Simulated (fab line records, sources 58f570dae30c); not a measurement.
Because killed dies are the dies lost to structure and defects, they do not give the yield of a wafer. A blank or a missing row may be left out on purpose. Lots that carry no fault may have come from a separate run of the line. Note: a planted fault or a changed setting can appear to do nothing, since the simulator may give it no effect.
Struck lot and sound lot, side by side | flow berkeley cmos170 | 23 out of 331 route steps
Sound: wafers L224.1, L224.5, L224.6. Wafers struck: L238.2, L238.5, L238.6. The cause comes at the end.
For every step that has rows: the tool of each side, followed by ch and its chambers, followed by its first start. Under that, the readings that differ: sound wafers | struck wafers | difference of the means | sigmas: that difference in standard deviations of wafers without a fault.
alike: readings whose means differ by less than 2 such deviations, and words and numbers that are the same on both sides. not compared: withheld readings, readings that some wafer has no value for, bounds like >300 that may hide the same value, and numbers for which the record gives no deviation and whose values overlap.
A row with sigmas, a row that says differs or no value, or rows on one side alone: a step with any of these is where the two part. When numbers do not overlap yet have no deviation, they are printed without sigmas and do not part them. A reading that every wafer of one side lacks parts them only if that side has two wafers or more.

UCB170_NWELL_ETCH_13: etches Si3N4 in CH3F/Ar/O2, stops on SiO2, target depth 246.4 nm, time 154 s.
  sound on rie diel-03 ch 1,2, day 2 10:20; struck on rie diel-03 ch 2,3, day 5 18:41
  alike: drypump motor current A, oes product au, throttle valve pct
  not compared: rf hours counter h
following that, these wafers have no rows for 1 step: UCB170_NWELL_IMPLANT_14.
UCB170_NWELL_STRIP_15: strips in O2.
  sound on plasma asher-03 ch 0,1, day 2 10:35; struck on plasma asher-02 ch 0,1, day 5 18:56
  alike: drypump motor current A, oes product au, strip time to endpoint s
  not compared: rf hours counter h
UCB170_NWELL_TW_MEAS_16:
  struck on film metro-01, day 5 19:02; sound on film metro-01, day 2 10:41
  alike: NWELL_TW
then, 6 steps without rows for these wafers: UCB170_NWELL_CLEAN_17 (cleans in SPM, time 600 s); UCB170_NWELL_WET_ETCH_18 (etches Si3N4 in H3PO4, time 14400 s); UCB170_NWELL_WET_ETCH_19 (etches SiO2 in BOE, time 22 s); UCB170_PWELL_CLEAN_00 (cleans in SPM, time 600 s); UCB170_PWELL_CLEAN_01 (cleans in dHF, time 60 s); UCB170_PWELL_OXIDATION_02 (target thk 26.4 nm, ox time 1260 s).
UCB170_PWELL_THK_MEAS_03:
  struck on film metro-03, day 6 02:45; sound on film metro-02, day 2 19:46
  alike: PWELL_OXIDE_THK
then, 1 step without rows for these wafers: UCB170_PWELL_ANNEAL_04 (time 900 s).
UCB170_PWELL_CVD_05: deposits Si3N4 from SiH2Cl2/NH3, target thk 220 nm, time 3300 s.
  sound on lpcvd-01 ch 0, day 3 00:52; struck on lpcvd-02 ch 0, day 6 11:29
  alike: zone power centre pct
UCB170_PWELL_THK_MEAS_06:
  struck on film metro-04, day 6 13:24; sound on film metro-02, day 3 02:47
  reading                | sound             | struck            | difference | sigmas
  PWELL_NITRIDE_THK (nm) | 220.5 222.0 221.5 | 437.5 439.3 439.0 | +217.3     | +99
then, 6 steps without rows for these wafers: UCB170_PWELL_HMDS_07 (prime time 60 s); UCB170_PWELL_COAT_08 (resist thk 900 nm); UCB170_PWELL_SOFTBAKE_09 (time 60 s); UCB170_PWELL_EXPOSE_10 (exposes mask PWELL, target cd 3000 nm); UCB170_PWELL_PEB_11; UCB170_PWELL_DEVELOP_12 (develop time 45 s).
UCB170_PWELL_OVL_MEAS_13:
  struck on overlay-02, day 6 14:34; sound on overlay-02, day 3 03:47
  alike: PWELL_OVL
UCB170_PWELL_ETCH_14: etches Si3N4 in CH3F/Ar/O2, stops on SiO2, target depth 242 nm, time 151 s.
  sound on rie diel-02 ch 0,1,2, day 3 03:49; struck on rie diel-02 ch 0,3, day 6 14:36
  reading                  | sound             | struck            | difference | sigmas
  oes product au (a.u.)    | 0.965 0.935 0.964 | 0.978 0.998 0.978 | +0.030     | +2
  model.etch.depth nm (nm) | 220.5 222.1 221.3 | 239.5 241.2 239   | +18.6      |
  alike: drypump motor current A, throttle valve pct
  not compared: rf hours counter h
following that, these wafers have no rows for 1 step: UCB170_PWELL_IMPLANT_15.

== WHERE THEY PART ==
Last at UCB170_PWELL_ETCH_14 as far as this record goes, first at UCB170_PWELL_THK_MEAS_06.

WHY: what had been put in by the simulator
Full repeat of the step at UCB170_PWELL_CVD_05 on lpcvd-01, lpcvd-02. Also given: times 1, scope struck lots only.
